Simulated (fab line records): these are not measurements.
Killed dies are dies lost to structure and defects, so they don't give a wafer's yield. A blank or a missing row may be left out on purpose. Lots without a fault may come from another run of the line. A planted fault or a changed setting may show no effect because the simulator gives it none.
Split-lot experiment :: flow berkeley-cmos170 :: on a route of 331 steps: 5 lots, 23 wafers read

SPLIT DETAILS
At UCB170_M3_EXPOSE_12 (exposes mask METAL3, target cd 700 nm), the setting dose-mj was moved away from the recipe's 26 on 8 of the 23 wafers read, by -3.2% to +5.9%. All remaining wafers had this setting at the recipe value.

FROM THE SPLIT TO THE READING: what the file shows between them, 2 steps
- UCB170_M3_PEB_13
- UCB170_M3_DEVELOP_14: develop time 45 s

THE READING
cd-nm (nm) at UCB170_M3_CD_MEAS_15, where the cd target is 700 nm. Typical for fault-free wafers on this fab line: 700.2 nm, with standard deviation 1.7 nm.

wafer: L077.1
tool, chamber at the split: krf-scanner-01, 0
dose-mj as run: 26
against the recipe: recipe
cd-nm, nm: 698.8
against lot-mates on the recipe: -

wafer: L077.2
tool, chamber at the split: krf-scanner-01, 0
dose-mj as run: 26
against the recipe: recipe
cd-nm, nm: 697.7
against lot-mates on the recipe: -

wafer: L077.4
tool, chamber at the split: krf-scanner-01, 0
dose-mj as run: 26
against the recipe: recipe
cd-nm, nm: 698.1
against lot-mates on the recipe: -

wafer: L077.5
tool, chamber at the split: krf-scanner-01, 0
dose-mj as run: 27.54
against the recipe: +5.9%
cd-nm, nm: 688.0
against lot-mates on the recipe: -10.2

wafer: L077.6
tool, chamber at the split: krf-scanner-01, 0
dose-mj as run: 27.54
against the recipe: +5.9%
cd-nm, nm: 688.6
against lot-mates on the recipe: -9.6

wafer: L081.1
tool, chamber at the split: krf-scanner-02, 0
dose-mj as run: 26
against the recipe: recipe
cd-nm, nm: 701.9
against lot-mates on the recipe: -

wafer: L081.2
tool, chamber at the split: krf-scanner-02, 0
dose-mj as run: 26
against the recipe: recipe
cd-nm, nm: 702.2
against lot-mates on the recipe: -

wafer: L081.6
tool, chamber at the split: krf-scanner-02, 0
dose-mj as run: 26
against the recipe: recipe
cd-nm, nm: 701.3
against lot-mates on the recipe: -

wafer: L082.1
tool, chamber at the split: krf-scanner-02, 0
dose-mj as run: 26
against the recipe: recipe
cd-nm, nm: 703.5
against lot-mates on the recipe: -

wafer: L082.2
tool, chamber at the split: krf-scanner-02, 0
dose-mj as run: 26.58
against the recipe: +2.2%
cd-nm, nm: 698.4
against lot-mates on the recipe: -4.4

wafer: L082.4
tool, chamber at the split: krf-scanner-02, 0
dose-mj as run: 26
against the recipe: recipe
cd-nm, nm: 702.0
against lot-mates on the recipe: -

wafer: L082.5
tool, chamber at the split: krf-scanner-02, 0
dose-mj as run: 26.58
against the recipe: +2.2%
cd-nm, nm: 698.3
against lot-mates on the recipe: -4.5

wafer: L082.6
tool, chamber at the split: krf-scanner-02, 0
dose-mj as run: 26
against the recipe: recipe
cd-nm, nm: 703.0
against lot-mates on the recipe: -

wafer: L085.1
tool, chamber at the split: krf-scanner-02, 0
dose-mj as run: 25.18
against the recipe: -3.2%
cd-nm, nm: 707.5
against lot-mates on the recipe: +6.2

wafer: L085.2
tool, chamber at the split: krf-scanner-02, 0
dose-mj as run: 26
against the recipe: recipe
cd-nm, nm: 701.0
against lot-mates on the recipe: -

wafer: L085.4
tool, chamber at the split: krf-scanner-02, 0
dose-mj as run: 25.18
against the recipe: -3.2%
cd-nm, nm: 707.7
against lot-mates on the recipe: +6.4

wafer: L085.5
tool, chamber at the split: krf-scanner-02, 0
dose-mj as run: 26
against the recipe: recipe
cd-nm, nm: 702.0
against lot-mates on the recipe: -

wafer: L085.6
tool, chamber at the split: krf-scanner-02, 0
dose-mj as run: 26
against the recipe: recipe
cd-nm, nm: 701.0
against lot-mates on the recipe: -

wafer: L084.1
tool, chamber at the split: krf-scanner-01, 0
dose-mj as run: 26
against the recipe: recipe
cd-nm, nm: 700.8
against lot-mates on the recipe: -

wafer: L084.3
tool, chamber at the split: krf-scanner-01, 0
dose-mj as run: 26
against the recipe: recipe
cd-nm, nm: 700.8
against lot-mates on the recipe: -

wafer: L084.4
tool, chamber at the split: krf-scanner-01, 0
dose-mj as run: 25.39
against the recipe: -2.3%
cd-nm, nm: 705.0
against lot-mates on the recipe: +4.5

wafer: L084.5
tool, chamber at the split: krf-scanner-01, 0
dose-mj as run: 25.39
against the recipe: -2.3%
cd-nm, nm: 704.2
against lot-mates on the recipe: +3.7

wafer: L084.6
tool, chamber at the split: krf-scanner-01, 0
dose-mj as run: 26
against the recipe: recipe
cd-nm, nm: 700.0
against lot-mates on the recipe: -

FIT RESULTS
A straight line over all 23 wafers: cd-nm changes by -1.99 nm for each +1% of dose-mj; r = -0.95; the points scatter about the line by 1.6 nm.
The same after taking each lot's own level away (the mean of its wafers on the recipe; 23 wafers): -1.77 nm for each +1%; r = -0.99; scatter 0.53 nm.
Per that fit: largest dose-mj move, reading shift of 10 nm.
Measured against the standard deviation above, the lots' own levels, which go from 698.20 to 702.83 nm, span 2.7 times it.
Hence the slope depends on the lot-to-lot level, as the two fits are not the same.
Check: for one of the wafers moved furthest among these (+5.9%), held out of the fit, the line's prediction against its lot-mates is -10.5 nm. It came out at -10.2 nm against them.

THE WHOLE CHAIN: every reading that the file lists as answering this split, in the file's order
step: UCB170_M3_CD_MEAS_15
what it does: target cd 700 nm
reading: cd-nm
change (the file's fit): -1.77 nm for each +1% of the setting
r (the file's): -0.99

step: UCB170_M3_ETCH_17
what it does: etches BARC in N2/H2
reading: M3.cd-nm (the simulator's own value, which no gauge read)
change (the file's fit): -1.61 nm for each +1% of the setting
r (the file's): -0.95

FILE'S OWN FIT
cd-nm changes by -1.77 nm for each +1% of dose-mj, r = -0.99.
